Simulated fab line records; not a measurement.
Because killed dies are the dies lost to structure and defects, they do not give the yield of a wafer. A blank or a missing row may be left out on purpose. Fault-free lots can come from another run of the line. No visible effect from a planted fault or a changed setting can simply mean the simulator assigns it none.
Which tool did it? | flow rit_cmos | 42 wafers sampled from 14 lots at 1 step of a route of 202

WHAT THE GAUGES READ, wafer by wafer
The record lacks any reading of a measuring or inspecting step that a usual standard deviation could be used to judge.

WHAT TOOL EACH LOT RAN ON (gives the tool, then ch and the chambers of the sampled wafers, and finally the start)
lot  | RIT_PLDD_SOFTBAKE_02
L277 | litho_track-01 ch 0, day 2 20:11
L279 | litho_track-02 ch 0, day 3 12:04
L280 | litho_track-02 ch 0, day 3 13:37
L283 | litho_track-01 ch 0, day 4 08:59
L284 | litho_track-01 ch 0, day 4 10:58
L286 | litho_track-01 ch 0, day 4 20:39
L288 | litho_track-01 ch 0, day 5 05:16
L291 | litho_track-03 ch 0, day 5 16:56
L292 | litho_track-01 ch 0, day 5 20:31
L295 | litho_track-03 ch 0, day 6 14:07
L296 | litho_track-02 ch 0, day 6 17:49
L297 | litho_track-03 ch 0, day 6 23:13
L298 | litho_track-03 ch 0, day 7 04:35
L299 | litho_track-03 ch 0, day 7 09:32
- RIT_PLDD_SOFTBAKE_02: time 60 s.

AS READ BY THE TOOLS THEMSELVES (means over the sampled wafers that have a number; for cases with no such wafer, the mark the record gives instead)
RIT_PLDD_SOFTBAKE_02. Usual: heater_power_total_W 34.56 W, standard deviation 0.051; plate_temp_C 89.98 C, standard deviation 0.13.
lot  | tool           | heater_power_total_W (W) | plate_temp_C (C) | flag
L277 | litho_track-01 | 34.53                    | 90.03            |
L279 | litho_track-02 | 34.59                    | 89.97            |
L280 | litho_track-02 | 34.60                    | 90.18            |
L283 | litho_track-01 | 34.60                    | 89.96            |
L284 | litho_track-01 | 34.55                    | 89.91            |
L286 | litho_track-01 | 34.56                    | 89.96            |
L288 | litho_track-01 | 34.16                    | 89.07            | OFF
L291 | litho_track-03 | 34.55                    | 90.14            |
L292 | litho_track-01 | 34.22                    | 89.18            | OFF
L295 | litho_track-03 | 34.52                    | 89.93            |
L296 | litho_track-02 | 34.57                    | 89.92            |
L297 | litho_track-03 | 34.52                    | 89.83            |
L298 | litho_track-03 | 34.58                    | 89.84            |
L299 | litho_track-03 | 34.53                    | 90.09            |

THE ANSWER, worked out from the rows above alone
Rule: a lot counts as off when the mean over its wafers that have a number is more than 3 standard deviations away from the usual mean. Also off: a lot with no number at a reading for which 4 or more lots have one. The other lots that the step has rows for count as sound. Order of review: gauges by route order, followed by the tools' own readings, for which a lot's mean as printed above is used. At the first step where some lot is off, the reading lying furthest off is the one used; lots without a number count as furthest.
Off: L288, L292 (RIT_PLDD_SOFTBAKE_02, heater_power_total_W).
A tool fits if, at that step or a process step before it, it ran every lot that is off, and no sound lot after the first of them. One fits: litho_track-01 at RIT_PLDD_SOFTBAKE_02. Its last sound lot is L286 (day 4 20:39), its first lot that is off L288 (day 5 05:16): a fault that began between those two fits.
The tool's own readings at RIT_PLDD_SOFTBAKE_02 bear it out: on the lots that are off they differ by more than 5 times the standard deviation of the sound lots' means. heater_power_total_W reads 34.19 W there against 34.56 W on the sound lots; plate_temp_C reads 89.12 C there against 89.98 C on the sound lots.

WHAT THE SIMULATOR HAD INSERTED
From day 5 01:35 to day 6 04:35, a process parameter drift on litho_track-01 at RIT_PLDD_SOFTBAKE_02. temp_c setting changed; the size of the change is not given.
Lots struck among those shown: L288, L292. The same result came from the rule above.
